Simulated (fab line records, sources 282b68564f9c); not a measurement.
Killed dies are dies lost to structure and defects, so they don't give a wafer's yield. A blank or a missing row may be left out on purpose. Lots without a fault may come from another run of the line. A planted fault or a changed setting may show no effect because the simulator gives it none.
Tool commonality check | flow rit_cmos | 13 lots, 39 wafers sampled

WHY IT WAS OPENED
At RIT_PSD_TW_MEAS_10 the reading PSD_TW is flagged on 1 of 13 lots. Wafers without a fault read 3452, standard deviation 21.
Rule: a lot is flagged when every wafer of it that has a number lies more than 4 standard deviations from that mean, or none has a number. The other lots count as sound.

lot  | measured    | on            | PSD_TW, wafer by wafer | flag
L781 | day 3 13:43 | film_metro-03 | 3433 3431 3427         |
L783 | day 4 00:37 | film_metro-02 | 30 30 30               | FLAGGED
L787 | day 4 17:53 | film_metro-01 | 3466 3484 3478         |
L789 | day 5 08:14 | film_metro-02 | 3478 3473 3453         |
L792 | day 5 18:36 | film_metro-02 | 3445 3452 3468         |
L793 | day 5 23:54 | film_metro-03 | 3458 3442 3418         |
L795 | day 6 09:41 | film_metro-02 | 3459 3480 3470         |
L796 | day 6 13:57 | film_metro-03 | 3416 3430 3432         |
L797 | day 6 19:31 | film_metro-01 | 3450 3439 3446         |
L798 | day 7 01:32 | film_metro-02 | 3439 3430 3415         |
L799 | day 7 05:03 | film_metro-03 | 3462 3473 3459         |
L800 | day 7 12:11 | film_metro-03 | 3461 3441 3462         |
L802 | day 8 01:09 | film_metro-03 | 3434 3426 3418         |
The numbers of the flagged lots are 30 on average: -3422 against the usual, or -99 or more standard deviations.

WHICH TOOL RAN EACH LOT
The record holds 1 process step before the reading, out of a route of 202 steps. In each cell: the tool, then ch and the chambers that the sampled wafers went through, then the start.
lot  | flag    | RIT_PSD_EXPOSE_03
L781 |         | iline_stepper-02 ch 0, day 3 12:46
L783 | FLAGGED | iline_stepper-02 ch 0, day 3 23:42
L787 |         | iline_stepper-02 ch 0, day 4 16:59
L789 |         | iline_stepper-02 ch 0, day 5 07:16
L792 |         | iline_stepper-02 ch 0, day 5 17:43
L793 |         | iline_stepper-02 ch 0, day 5 22:57
L795 |         | iline_stepper-02 ch 0, day 6 08:47
L796 |         | iline_stepper-02 ch 0, day 6 13:02
L797 |         | iline_stepper-01 ch 0, day 6 18:37
L798 |         | iline_stepper-02 ch 0, day 7 00:38
L799 |         | iline_stepper-02 ch 0, day 7 04:10
L800 |         | iline_stepper-01 ch 0, day 7 11:18
L802 |         | iline_stepper-02 ch 0, day 8 00:15
What these steps do:
- RIT_PSD_EXPOSE_03: exposes mask M10, target cd 40900 nm.
- RIT_PSD_TW_MEAS_10

FLAGGED OVER TOTAL, TOOL BY TOOL (the gauges that took the reading come last)
step               | tool             | lots run | flagged | share of the flagged lots | sound lots run after its first flagged lot
RIT_PSD_EXPOSE_03  | iline_stepper-01 | 2        | 0       | none                      | -
RIT_PSD_EXPOSE_03  | iline_stepper-02 | 11       | 1       | all                       | 9 (L787,L789,L792,L793,L795,L796,L798,L799,L802)
RIT_PSD_TW_MEAS_10 | film_metro-01    | 2        | 0       | none                      | -
RIT_PSD_TW_MEAS_10 | film_metro-02    | 5        | 1       | all                       | 4 (L789,L792,L795,L798)
RIT_PSD_TW_MEAS_10 | film_metro-03    | 6        | 0       | none                      | -

WHAT THE TABLE ALLOWS
2 rows of the table ran every flagged lot: iline_stepper-02 at RIT_PSD_EXPOSE_03, film_metro-02 at RIT_PSD_TW_MEAS_10.
- iline_stepper-02 at RIT_PSD_EXPOSE_03: 1 of its 11 lots flagged. Sound lots ran on it after the first flagged one (L787, L789, L792, L793, L795, L796, L798, L799, L802), which a lasting fault on the whole tool wouldn't allow.
- film_metro-02 at RIT_PSD_TW_MEAS_10: 1 of its 5 lots flagged. Sound lots ran on it after the first flagged one (L789, L792, L795, L798), which a lasting fault on the whole tool wouldn't allow.
No row of the table ran every flagged lot and no sound lot after the first.

WHAT THE SIMULATOR HAD PUT IN
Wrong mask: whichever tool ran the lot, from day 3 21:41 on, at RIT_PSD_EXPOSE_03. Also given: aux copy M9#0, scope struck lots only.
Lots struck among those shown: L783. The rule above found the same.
